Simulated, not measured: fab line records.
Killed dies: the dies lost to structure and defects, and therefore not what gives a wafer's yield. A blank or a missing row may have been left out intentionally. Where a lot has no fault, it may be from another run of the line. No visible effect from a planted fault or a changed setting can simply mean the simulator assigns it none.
Split-lot experiment    flow berkeley-cmos170    on a route of 331 steps: 5 lots, 23 wafers read

ON THE SPLIT
At UCB170_M3_METAL_ETCH_18 (etches Al in Cl2/BCl3, stops on SiO2, target depth 1170 nm, time 195 s), the setting over-etch-frac was moved away from the recipe's 0.3 on 6 of the 23 wafers read, by +20.1% to +26.6%. All remaining wafers had this setting at the recipe value.

The reading comes from the split's own step.

THE READING
KrF_of_M3_COAT_10.thk-nm (the simulator's own value, which no gauge read), in nm, at UCB170_M3_METAL_ETCH_18 (etches Al in Cl2/BCl3, stops on SiO2, target depth 1170 nm, time 195 s). There is no usual value for it anywhere in the file. Here, 17 wafers ran the recipe; their average is 220.9 nm with a standard deviation of 11 nm.

wafer   tool, chamber at the split  over-etch-frac as run  against the recipe  KrF_of_M3_COAT_10.thk-nm, nm  against lot-mates on the recipe
L077.1  rie-metal-03, 1             0.3                    recipe              223.9                         -
L077.2  rie-metal-03, 1             0.3                    recipe              228.1                         -
L077.3  rie-metal-03, 1             0.3                    recipe              235                           -
L077.4  rie-metal-03, 1             0.3                    recipe              231.3                         -
L077.6  rie-metal-03, 1             0.3                    recipe              228.6                         -
L076.2  rie-metal-02, 0             0.3797                 +26.6%              167.6                         -37.6
L076.3  rie-metal-02, 1             0.3                    recipe              201.9                         -
L076.4  rie-metal-02, 0             0.3797                 +26.6%              170.8                         -34.3
L076.5  rie-metal-02, 0             0.3                    recipe              208.4                         -
L076.6  rie-metal-02, 1             0.3797                 +26.6%              161.8                         -43.3
L080.3  rie-metal-03, 0             0.3                    recipe              214.2                         -
L080.4  rie-metal-03, 1             0.3                    recipe              230.7                         -
L080.5  rie-metal-03, 0             0.3                    recipe              225.8                         -
L079.1  rie-metal-04, 1             0.3602                 +20.1%              173.8                         -31.3
L079.3  rie-metal-04, 1             0.3                    recipe              205.7                         -
L079.4  rie-metal-04, 0             0.3602                 +20.1%              186.6                         -18.5
L079.5  rie-metal-04, 1             0.3                    recipe              204.6                         -
L079.6  rie-metal-04, 0             0.3602                 +20.1%              188.1                         -17.0
L085.1  rie-metal-03, 0             0.3                    recipe              223.6                         -
L085.2  rie-metal-03, 1             0.3                    recipe              233.6                         -
L085.4  rie-metal-03, 0             0.3                    recipe              215.4                         -
L085.5  rie-metal-03, 0             0.3                    recipe              215                           -
L085.6  rie-metal-03, 1             0.3                    recipe              230.2                         -

THE FIT
A straight line over all 23 wafers: KrF_of_M3_COAT_10.thk-nm changes by -1.99 nm for each +1% of over-etch-frac; r = -0.91; the points scatter about the line by 10 nm.
The same after taking each lot's own level away (the mean of its wafers on the recipe; 23 wafers): -1.33 nm for each +1%; r = -0.92; scatter 6 nm.
On that fit, the largest move of over-etch-frac shifts the reading by 35 nm.
Measured against the standard deviation above, the lots' own levels, which go from 205.15 to 229.38 nm, span 2.3 times it.
So the lot-to-lot level changes the slope: the two fits differ.
Check: with one of the wafers moved furthest among these (+26.6%) left out of the fit, the line predicts -34.6 nm for it against its lot-mates. It came out at -37.6 nm against them.

OTHER SPLITS APPLIED TO THESE WAFERS
Before the reading, these wafers also passed through other splits. Each is held against what the fit with the lots' levels taken away leaves over:
other split on the same wafers       wafers away from the commonest value  r with KrF_of_M3_COAT_10.thk-nm (lot level and that fit taken away)
UCB170_M2_EXPOSE_12 dose-mj          9                                     +0.14
UCB170_V2_CMP_02 leave-above-ref-nm  6                                     +0.12
UCB170_V2_SOFTBAKE_08 time-s         7                                     -0.34

FILE'S OWN FIT
KrF_of_M3_COAT_10.thk-nm changes by -1.32 nm for each +1% of over-etch-frac, r = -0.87.
